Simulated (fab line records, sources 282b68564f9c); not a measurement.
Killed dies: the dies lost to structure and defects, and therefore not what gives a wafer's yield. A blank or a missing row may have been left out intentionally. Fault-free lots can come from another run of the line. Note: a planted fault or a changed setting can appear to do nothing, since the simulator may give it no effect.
Which tool was responsible? :: flow rit cmos :: 21 wafers from 7 lots sampled at 2 of the route's 202 steps

== WHAT THE GAUGES SHOWED, per wafer ==
RIT_PLDD_TW_MEAS_10.
lot: L853
measured: day 3 05:44
on: film metro-04
PLDD_TW: 2352 2344 2342

lot: L856
measured: day 3 18:05
on: film metro-04
PLDD_TW: 2344 2350 2352

lot: L858
measured: day 4 03:35
on: film metro-02
PLDD_TW: 2305 2288 2290

lot: L860
measured: day 4 18:02
on: film metro-04
PLDD_TW: 30 30 30

lot: L869
measured: day 6 12:46
on: film metro-04
PLDD_TW: 2340 2341 2341

lot: L871
measured: day 6 21:41
on: film metro-03
PLDD_TW: 2298 2288 2295

lot: L875
measured: day 7 17:43
on: film metro-04
PLDD_TW: 2327 2340 2339

== TOOL THAT RAN EACH LOT (tool first, then ch and the chambers of the sampled wafers, then the start) ==
lot: L853
RIT_PLDD_DEVELOP_05: litho track-02 ch 0, day 3 05:00

lot: L856
RIT_PLDD_DEVELOP_05: litho track-04 ch 0, day 3 17:00

lot: L858
RIT_PLDD_DEVELOP_05: litho track-03 ch 0, day 4 02:00

lot: L860
RIT_PLDD_DEVELOP_05: litho track-03 ch 0, day 4 17:00

lot: L869
RIT_PLDD_DEVELOP_05: litho track-04 ch 0, day 6 12:00

lot: L871
RIT_PLDD_DEVELOP_05: litho track-02 ch 0, day 6 20:00

lot: L875
RIT_PLDD_DEVELOP_05: litho track-04 ch 0, day 7 17:00
- RIT_PLDD_DEVELOP_05: develop time 50 s.

== THE ANSWER, worked out from the rows above alone ==
Rule: what is usual is taken from the lots themselves. Put in order of their means at a reading, lots are off if they are a third of the lots or fewer, leave a main group of 4 or more, and stand apart from it by a gap of 3 or more times the standard deviation of the main group's means; of several such gaps the widest counts. Not used: any main group whose means are identical at the precision the tables above print for the reading. Also off: a lot with no number at a reading for which 4 or more lots have one. Any other lot the step has rows for is counted as sound.
Off: at RIT_PLDD_TW_MEAS_10 (PLDD_TW), L860. Main group: mean 2326, sd 23.
If a tool, at a process step before that reading, ran all the lots that are off and no sound lot after the first of them, it fits. Gauges at RIT_PLDD_TW_MEAS_10: tried the same way as those tools. One candidate fits, namely litho track-03 at RIT_PLDD_DEVELOP_05. A fault onset in the window from L858 (day 4 02:00, its last sound lot) to L860 (day 4 17:00, its first lot off) fits.

== WHAT WAS PUT IN BY THE SIMULATOR ==
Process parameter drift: litho track-03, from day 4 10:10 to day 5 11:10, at RIT_PLDD_DEVELOP_05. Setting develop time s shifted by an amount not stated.
Struck lots among those shown: L860. The same result came from the rule above.
